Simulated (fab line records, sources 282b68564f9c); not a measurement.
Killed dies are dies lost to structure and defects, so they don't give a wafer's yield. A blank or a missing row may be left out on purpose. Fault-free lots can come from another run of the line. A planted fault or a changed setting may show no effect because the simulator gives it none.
fab line records + flow rit-cmos
record:
- lots: 14
- wafers: 42
- last-day: 8
route steps=202 shown M1@200
lots with no fault: from the same line, run without faults
start-h: the number of hours between the record's first day and the start of the first shown wafer of the lot + wait-h: hours since the lot's step before + " same as the row above + L1.1+2: a row that stands for several wafers + - no value, or no start was given + * or withheld: withheld + < > ~ a bound
route shown NAME@n: names a module that has steps shown in the file, with the first one's number in the route + usual: mean/standard deviation of fault-free wafers + same: alike in all rows + chamber/n: place in a boat + sites: readings site by site + _std_site: their standard deviation + _edge_site: inner sites' mean taken away from outer sites' mean + radius-mm: for every site, how far away it sits from the centre of the wafer + mask NAME#n: copy n + behind: the last tool/chamber to shape the wafer + hold: why the lot was held/for how many hours/how that ended + device: which transistor (n, p or np) failed to switch + end of line: tests run on the same wafers once the route is complete + step lacking rows: just its recipe + killed: count of dies lost to structure and defects at first sort (not the wafer's yield) + map: per-die view of a wafer (x killed, . not killed, _ where there is no die)
set.NAME: the setting that was run; set.NAME@STEP: the one run at that earlier step + model.NAME: the simulator's own value behind a step, which no gauge read
steps of the route over a sample of lots; a table a step, a row a wafer
== steps ==
step: RIT_M1_ANNEAL_15
recipe:
- temp-c: 450
- time-s: 1800
- ambient: forming_gas_H2N2
usual:
- spike-tc-centre-C: 450.9/1.1
- spike-tc-load-C: 471.4/1
| lot.wafer | tool       | chamber | start-h | wait-h | spike-tc-centre-C | spike-tc-load-C |
|-----------|------------|---------|---------|--------|-------------------|-----------------|
| L920.2    | furnace-02 | 0       | 62.01   | 0.1    | 451.0             | 470.4           |
| L920.4    | "          | 0       | "       | "      | 450.9             | 470.3           |
| L920.6    | "          | 0       | "       | "      | 451.8             | 472.0           |
| L921.3    | furnace-02 | 0       | 67.31   | 0.1    | 450.7             | 470.8           |
| L921.5    | "          | 0       | "       | "      | 449.3             | 468.5           |
| L921.6    | "          | 0       | "       | "      | 451.8             | 471.5           |
| L922.2    | furnace-02 | 0       | 72.41   | 0.1    | 449.5             | 471.2           |
| L922.3    | "          | 0       | "       | "      | 450.5             | 469.9           |
| L922.6    | "          | 0       | "       | "      | 450.8             | 471.9           |
| L923.1    | furnace-02 | 0       | 76.18   | 0.1    | 451.4             | 471.1           |
| L923.4    | "          | 0       | "       | "      | 451.0             | 471.4           |
| L923.5    | "          | 0       | "       | "      | 450.6             | 471.4           |
| L925.3    | furnace-02 | 0       | 88.28   | 0.1    | 451.0             | 471.4           |
| L925.4    | "          | 0       | "       | "      | 450.5             | 471.3           |
| L925.5    | "          | 0       | "       | "      | 452.4             | 470.3           |
| L927.1    | furnace-02 | 0       | 97.73   | 0.1    | 449.6             | 471.3           |
| L927.5    | "          | 0       | "       | "      | 450.0             | 471.5           |
| L927.6    | "          | 0       | "       | "      | 449.2             | 471.8           |
| L929.2    | furnace-02 | -       | 107.72  | 0.1    | -                 | -               |
| L929.3    | "          | -       | "       | "      | -                 | -               |
| L929.5    | "          | -       | "       | "      | -                 | -               |
| L930.2    | furnace-02 | -       | 116.63  | 0.1    | -                 | -               |
| L930.5    | "          | -       | "       | "      | -                 | -               |
| L930.6    | "          | -       | "       | "      | -                 | -               |
| L933.3    | furnace-02 | 0       | 126.43  | 0.1    | 450.5             | 470.9           |
| L933.5    | "          | 0       | "       | "      | 448.9             | 472.5           |
| L933.6    | "          | 0       | "       | "      | 450.6             | 471.9           |
| L937.3    | furnace-02 | 0       | 154.64  | 1.5    | 452.1             | 470.3           |
| L937.4    | "          | 0       | "       | "      | 452.8             | 471.2           |
| L937.6    | "          | 0       | "       | "      | 450.2             | 471.6           |
| L938.2    | furnace-02 | 0       | 166.43  | 0.1    | 451.1             | 473.4           |
| L938.3    | "          | 0       | "       | "      | 450.7             | 471.1           |
| L938.4    | "          | 0       | "       | "      | 452.4             | 471.0           |
| L939.2    | furnace-02 | 0       | 176.99  | 0.1    | 451.3             | 473.6           |
| L939.3    | "          | 0       | "       | "      | 451.6             | 470.1           |
| L939.4    | "          | 0       | "       | "      | 452.9             | 471.5           |
| L940.1    | furnace-02 | 0       | 187.71  | 0.1    | 449.0             | 471.1           |
| L940.3    | "          | 0       | "       | "      | 450.7             | 470.4           |
| L940.6    | "          | 0       | "       | "      | 449.7             | 469.9           |
| L941.1    | furnace-02 | 0       | 189.72  | 0.1    | 452.0             | 471.0           |
| L941.4    | "          | 0       | "       | "      | 451.3             | 473.1           |
| L941.5    | "          | 0       | "       | "      | 451.9             | 470.5           |
step: RIT_M1_PROBE_99
usual:
- defect-limited-yield: 97.3/1.2
- killed-at-contacts: 0.1/0.25
- killed-at-front-end: 7/3.3
- killed-dies: 7/3.2
- killed-open: 3.6/2.2
- killed-short: 3.5/2
- sort_bin_3_pad_short: 0.2/0.24
- sort_bin_5_function: 1.5/0.88
- sort_bin_6_memory: 1.0/0.68
- sort-n-pass: 257/3.2
- sort-yield-pct: 97.3/1.2
same:
- gross-dies: 264
- killed_at_M0_to_M3: 0
- killed_at_M4_up: 0
- killed-at-back-side: 0
- killed-at-other: 0
| lot.wafer | tool      | chamber | start-h | wait-h | defect-limited-yield[%] | killed-at-contacts | killed-at-front-end | killed-dies | killed-open | killed-short | sort_bin_3_pad_short[%] | sort_bin_5_function[%] | sort_bin_6_memory[%] | sort-n-pass | sort-yield-pct[%] |
|-----------|-----------|---------|---------|--------|-------------------------|--------------------|---------------------|-------------|-------------|--------------|-------------------------|------------------------|----------------------|-------------|-------------------|
| L920.2    | prober-01 | -       | 63.68   | 0.1    | 98.5                    | 0                  | 4                   | 4           | 2           | 2            | 0.4                     | 0.4                    | 0.8                  | 260         | 98.5              |
| L920.4    | prober-01 | -       | 63.78   | 0.2    | 98.5                    | 0                  | 4                   | 4           | 2           | 2            | 0                       | 0.4                    | 1.1                  | 260         | 98.5              |
| L920.6    | prober-01 | -       | 63.88   | 0.2    | 99.6                    | 0                  | 1                   | 1           | 0           | 1            | 0                       | 0.4                    | 0                    | 263         | 99.6              |
| L921.3    | prober-02 | -       | 69.03   | 0.2    | 96.6                    | 0                  | 9                   | 9           | 4           | 5            | 0                       | 2.7                    | 0.8                  | 255         | 96.6              |
| L921.5    | prober-02 | -       | 69.13   | 0.2    | 94.7                    | 0                  | 14                  | 14          | 6           | 8            | 0.4                     | 2.7                    | 2.3                  | 250         | 94.7              |
| L921.6    | prober-02 | -       | 69.18   | 0.2    | 98.1                    | 0                  | 5                   | 5           | 3           | 2            | 0                       | 1.1                    | 0.8                  | 259         | 98.1              |
| L922.2    | prober-01 | -       | 74.08   | 0.1    | 98.5                    | 0                  | 4                   | 4           | 1           | 3            | 0.4                     | 0.8                    | 0.4                  | 260         | 98.5              |
| L922.3    | prober-01 | -       | 74.13   | 0.2    | 98.1                    | 0                  | 5                   | 5           | 3           | 2            | 0                       | 1.5                    | 0.4                  | 259         | 98.1              |
| L922.6    | prober-01 | -       | 74.28   | 0.2    | 97.3                    | 0                  | 7                   | 7           | 3           | 4            | 0.4                     | 1.9                    | 0.4                  | 257         | 97.3              |
| L923.1    | prober-02 | -       | 77.80   | 0.1    | 97.7                    | 0                  | 6                   | 6           | 2           | 4            | 0.4                     | 1.1                    | 0.8                  | 258         | 97.7              |
| L923.4    | prober-02 | -       | 77.95   | 0.2    | 98.1                    | 0                  | 5                   | 5           | 1           | 4            | 0                       | 1.1                    | 0.8                  | 259         | 98.1              |
| L923.5    | prober-02 | -       | 78.00   | 0.2    | 98.1                    | 0                  | 5                   | 5           | 4           | 1            | 0                       | 1.1                    | 0.8                  | 259         | 98.1              |
| L925.3    | prober-02 | -       | 90.00   | 0.2    | 98.5                    | 0                  | 4                   | 4           | 4           | 0            | 0                       | 0.8                    | 0.8                  | 260         | 98.5              |
| L925.4    | prober-02 | -       | 90.05   | 0.2    | 97.0                    | 0                  | 8                   | 8           | 4           | 4            | 0                       | 1.9                    | 1.1                  | 256         | 97.0              |
| L925.5    | prober-02 | -       | 90.10   | 0.2    | 97.3                    | 1                  | 6                   | 7           | 3           | 4            | 0.4                     | 1.9                    | 0.4                  | 257         | 97.3              |
| L927.1    | prober-02 | -       | 99.35   | 0.1    | 97.7                    | 0                  | 6                   | 6           | 1           | 5            | 0.4                     | 1.9                    | 0                    | 258         | 97.7              |
| L927.5    | prober-02 | -       | 99.55   | 0.2    | 97.7                    | 0                  | 6                   | 6           | 2           | 4            | 0.4                     | 1.1                    | 0.8                  | 258         | 97.7              |
| L927.6    | prober-02 | -       | 99.60   | 0.2    | 99.2                    | 0                  | 2                   | 2           | 1           | 1            | 0                       | 0.8                    | 0                    | 262         | 99.2              |
| L929.2    | prober-02 | -       | 109.39  | 0.1    | 96.6                    | 0                  | 9                   | 9           | 7           | 2            | 0                       | 3.4                    | 0                    | 255         | 96.6              |
| L929.3    | prober-02 | -       | 109.44  | 0.2    | 98.9                    | 0                  | 3                   | 3           | 2           | 1            | 0                       | 0.4                    | 0.8                  | 261         | 98.9              |
| L929.5    | prober-02 | -       | 109.54  | 0.2    | 97.3                    | 0                  | 7                   | 7           | 6           | 1            | 0                       | 1.9                    | 0.8                  | 257         | 97.3              |
| L930.2    | prober-01 | -       | 118.30  | 0.1    | 98.9                    | 1                  | 2                   | 3           | 2           | 1            | 0.4                     | 0.4                    | 0.4                  | 261         | 98.9              |
| L930.5    | prober-01 | -       | 118.45  | 0.2    | 98.1                    | 0                  | 5                   | 5           | 3           | 2            | 0                       | 0.4                    | 1.5                  | 259         | 98.1              |
| L930.6    | prober-01 | -       | 118.50  | 0.2    | 97.3                    | 1                  | 6                   | 7           | 3           | 4            | 0.4                     | 1.9                    | 0.4                  | 257         | 97.3              |
| L933.3    | prober-02 | -       | 128.15  | 0.2    | 94.3                    | 0                  | 15                  | 15          | 11          | 4            | 0                       | 3.4                    | 2.3                  | 249         | 94.3              |
| L933.5    | prober-02 | -       | 128.25  | 0.2    | 97.0                    | 0                  | 8                   | 8           | 3           | 5            | 0                       | 1.9                    | 1.1                  | 256         | 97.0              |
| L933.6    | prober-02 | -       | 128.30  | 0.2    | 97.7                    | 0                  | 6                   | 6           | 4           | 2            | 0                       | 1.9                    | 0.4                  | 258         | 97.7              |
| L937.3    | prober-02 | -       | 156.36  | 0.2    | 99.2                    | 0                  | 2                   | 2           | 0           | 2            | 0.4                     | 0.4                    | 0                    | 262         | 99.2              |
| L937.4    | prober-02 | -       | 156.41  | 0.2    | 98.1                    | 0                  | 5                   | 5           | 3           | 2            | 0                       | 0.8                    | 1.1                  | 259         | 98.1              |
| L937.6    | prober-02 | -       | 156.51  | 0.2    | 97.3                    | 0                  | 7                   | 7           | 4           | 3            | 0                       | 1.1                    | 1.5                  | 257         | 97.3              |
| L938.2    | prober-01 | -       | 168.10  | 0.1    | 97.0                    | 0                  | 8                   | 8           | 5           | 3            | 0.4                     | 1.9                    | 0.8                  | 256         | 97.0              |
| L938.3    | prober-01 | -       | 168.15  | 0.2    | 98.5                    | 0                  | 4                   | 4           | 2           | 2            | 0                       | 0.8                    | 0.8                  | 260         | 98.5              |
| L938.4    | prober-01 | -       | 168.20  | 0.2    | 95.5                    | 0                  | 12                  | 12          | 10          | 2            | 0.4                     | 3.4                    | 0.8                  | 252         | 95.5              |
| L939.2    | prober-02 | -       | 178.66  | 0.1    | 96.6                    | 0                  | 9                   | 9           | 3           | 6            | 0.4                     | 1.5                    | 1.5                  | 255         | 96.6              |
| L939.3    | prober-02 | -       | 178.71  | 0.2    | 95.1                    | 0                  | 13                  | 13          | 7           | 6            | 0                       | 3.0                    | 1.9                  | 251         | 95.1              |
| L939.4    | prober-02 | -       | 178.76  | 0.2    | 97.7                    | 0                  | 6                   | 6           | 2           | 4            | 0                       | 1.9                    | 0.4                  | 258         | 97.7              |
| L940.1    | prober-01 | -       | 189.33  | 0.1    | 98.9                    | 0                  | 3                   | 3           | 1           | 2            | 0                       | 0.4                    | 0.8                  | 261         | 98.9              |
| L940.3    | prober-01 | -       | 189.43  | 0.2    | 97.0                    | 0                  | 8                   | 8           | 6           | 2            | 0                       | 1.5                    | 1.5                  | 256         | 97.0              |
| L940.6    | prober-01 | -       | 189.58  | 0.2    | 96.6                    | 0                  | 9                   | 9           | 3           | 6            | 0.4                     | 1.9                    | 1.1                  | 255         | 96.6              |
| L941.1    | prober-02 | -       | 191.34  | 0.1    | 96.2                    | 0                  | 10                  | 10          | 6           | 3            | 0.4                     | 1.5                    | 1.9                  | 254         | 96.2              |
| L941.4    | prober-02 | -       | 191.49  | 0.2    | 98.1                    | 0                  | 5                   | 5           | 2           | 3            | 0                       | 1.9                    | 0                    | 259         | 98.1              |
| L941.5    | prober-02 | -       | 191.54  | 0.2    | 97.0                    | 0                  | 8                   | 8           | 3           | 5            | 0                       | 1.5                    | 1.5                  | 256         | 97.0              |
killed by level:class
L920.2 REOX:geometric-particle:open=2 GATE:geometric-particle:short=1 REOX:geometric-particle:short=1
L920.4 FOX1:geometric-particle:short=1 FOX2:geometric-particle:open=1 GATE:geometric-particle:open=1 SPACER:geometric-particle:short=1
L920.6 SILICIDE:geometric-particle:short=1
L921.3 GATE:geometric-particle:short=4 GATE:geometric-particle:open=2 FOX1:geometric-particle:open=1 FOX2:geometric-particle:short=1 SPACER:geometric-particle:open=1
L921.5 GATE:geometric-particle:open=4 SPACER:geometric-particle:short=3 REOX:geometric-particle:short=2 SILICIDE:geometric-particle:open=2 FOX1:geometric-particle:short=1 GATE:geometric-particle:short=1 SILICIDE:geometric-particle:short=1
L921.6 REOX:geometric-particle:open=2 REOX:geometric-particle:short=2 SILICIDE:geometric-particle:open=1
L922.2 REOX:geometric-particle:short=2 GATE:geometric-particle:short=1 GATE:geometric-particle:open=1
L922.3 SILICIDE:geometric-particle:open=2 FOX1:geometric-particle:open=1 GATE:geometric-particle:short=1 SILICIDE:geometric-particle:short=1
L922.6 GATE:geometric-particle:short=2 FOX1:geometric-particle:short=1 GATE:geometric-particle:open=1 REOX:geometric-particle:short=1 REOX:geometric-particle:open=1 SILICIDE:geometric-particle:open=1
L923.1 REOX:geometric-particle:short=2 SPACER:geometric-particle:short=2 FOX2:geometric-particle:open=1 SPACER:geometric-particle:open=1
L923.4 REOX:geometric-particle:short=2 FOX1:geometric-particle:short=1 FOX2:geometric-particle:open=1 GATE:geometric-particle:short=1
L923.5 GATE:geometric-particle:open=2 FOX2:geometric-particle:short=1 FOX2:geometric-particle:open=1 SPACER:geometric-particle:open=1
L925.3 GATE:geometric-particle:open=2 FOX1:geometric-particle:open=1 REOX:geometric-particle:open=1
L925.4 FOX1:geometric-particle:short=2 GATE:geometric-particle:open=2 GATE:geometric-particle:short=1 REOX:geometric-particle:short=1 REOX:geometric-particle:open=1 SILICIDE:geometric-particle:open=1
L925.5 REOX:geometric-particle:open=2 GATE:geometric-particle:open=1 GATE:geometric-particle:short=1 REOX:geometric-particle:short=1 SILICIDE:geometric-particle:short=1 CONTACT:geometric-particle:short=1
L927.1 GATE:geometric-particle:short=3 FOX1:geometric-particle:short=1 REOX:geometric-particle:short=1 SILICIDE:geometric-particle:open=1
L927.5 GATE:geometric-particle:short=4 FOX2:geometric-particle:open=1 SPACER:geometric-particle:open=1
L927.6 REOX:geometric-particle:short=1 SILICIDE:geometric-particle:open=1
L929.2 GATE:geometric-particle:open=5 REOX:geometric-particle:open=2 GATE:geometric-particle:short=1 REOX:geometric-particle:short=1
L929.3 FOX1:geometric-particle:open=2 GATE:geometric-particle:short=1
L929.5 GATE:geometric-particle:open=6 GATE:geometric-particle:short=1
L930.2 GATE:geometric-particle:open=1 SILICIDE:geometric-particle:open=1 CONTACT:geometric-particle:short=1
L930.5 REOX:geometric-particle:open=2 FOX1:geometric-particle:short=1 FOX2:geometric-particle:open=1 REOX:geometric-particle:short=1
L930.6 REOX:geometric-particle:short=2 FOX2:geometric-particle:open=1 GATE:geometric-particle:short=1 GATE:geometric-particle:open=1 SPACER:geometric-particle:short=1 CONTACT:geometric-particle:open=1
L933.3 GATE:geometric-particle:open=8 GATE:geometric-particle:short=2 ACTIVE:geometric-particle:open=1 FOX1:geometric-particle:open=1 FOX2:geometric-particle:short=1 REOX:geometric-particle:short=1 SPACER:geometric-particle:open=1
L933.5 GATE:geometric-particle:short=4 GATE:geometric-particle:open=2 SPACER:geometric-particle:open=1 SPACER:geometric-particle:short=1
L933.6 GATE:geometric-particle:short=2 FOX1:geometric-particle:open=1 FOX2:geometric-particle:open=1 GATE:geometric-particle:open=1 REOX:geometric-particle:open=1
L937.3 GATE:geometric-particle:short=1 REOX:geometric-particle:short=1
L937.4 FOX1:geometric-particle:short=2 ACTIVE:geometric-particle:open=1 GATE:geometric-particle:open=1 SILICIDE:geometric-particle:open=1
L937.6 FOX1:geometric-particle:open=2 GATE:geometric-particle:short=2 ACTIVE:geometric-particle:open=1 FOX2:geometric-particle:short=1 GATE:geometric-particle:open=1
L938.2 GATE:geometric-particle:open=2 SPACER:geometric-particle:open=2 FOX1:geometric-particle:short=1 FOX2:geometric-particle:short=1 GATE:geometric-particle:short=1 REOX:geometric-particle:open=1
L938.3 ACTIVE:geometric-particle:short=1 FOX1:geometric-particle:short=1 SPACER:geometric-particle:open=1 SILICIDE:geometric-particle:open=1
L938.4 GATE:geometric-particle:open=4 REOX:geometric-particle:open=4 GATE:geometric-particle:short=1 SPACER:geometric-particle:open=1 SILICIDE:geometric-particle:open=1 SILICIDE:geometric-particle:short=1
L939.2 GATE:geometric-particle:short=3 SILICIDE:geometric-particle:short=2 FOX1:geometric-particle:open=1 REOX:geometric-particle:short=1 SPACER:geometric-particle:open=1 SILICIDE:geometric-particle:open=1
L939.3 GATE:geometric-particle:short=3 FOX1:geometric-particle:open=2 SPACER:geometric-particle:open=2 SILICIDE:geometric-particle:open=2 FOX1:geometric-particle:short=1 GATE:geometric-particle:open=1 SPACER:geometric-particle:short=1 SILICIDE:geometric-particle:short=1
L939.4 FOX1:geometric-particle:short=2 GATE:geometric-particle:open=2 GATE:geometric-particle:short=1 REOX:geometric-particle:short=1
L940.1 REOX:geometric-particle:short=2 GATE:geometric-particle:open=1
L940.3 FOX1:geometric-particle:open=2 SILICIDE:geometric-particle:open=2 FOX1:geometric-particle:short=1 GATE:geometric-particle:open=1 REOX:geometric-particle:open=1 REOX:geometric-particle:short=1
L940.6 GATE:geometric-particle:short=3 GATE:geometric-particle:open=3 FOX1:geometric-particle:short=1 REOX:geometric-particle:short=1 SILICIDE:geometric-particle:short=1
L941.1 GATE:geometric-particle:open=4 GATE:geometric-particle:short=2 FOX1:geometric-particle:short=1 REOX:geometric-particle:open=1 SPACER:geometric-particle:open=1 NWELL:coat-microbubble-printed=1
L941.4 FOX2:geometric-particle:open=2 GATE:geometric-particle:short=2 REOX:geometric-particle:short=1
L941.5 GATE:geometric-particle:short=2 FOX1:geometric-particle:open=1 FOX1:geometric-particle:short=1 FOX2:geometric-particle:short=1 REOX:geometric-particle:short=1 REOX:geometric-particle:open=1 SILICIDE:geometric-particle:open=1
== key ==
first-sign:
- step: RIT_M1_ANNEAL_15
- reading: tool-record
- direction: missing
effect none on later readings
met-at RIT_M1_ANNEAL_15
struck-lots L929,L930
onset-between 97.73 107.72
fault:
- kind: skipped-step-whole
- tool: furnace-02
- chamber: -
- onset-h: 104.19
- steps: RIT_M1_ANNEAL_15
- scope: struck-lots-only
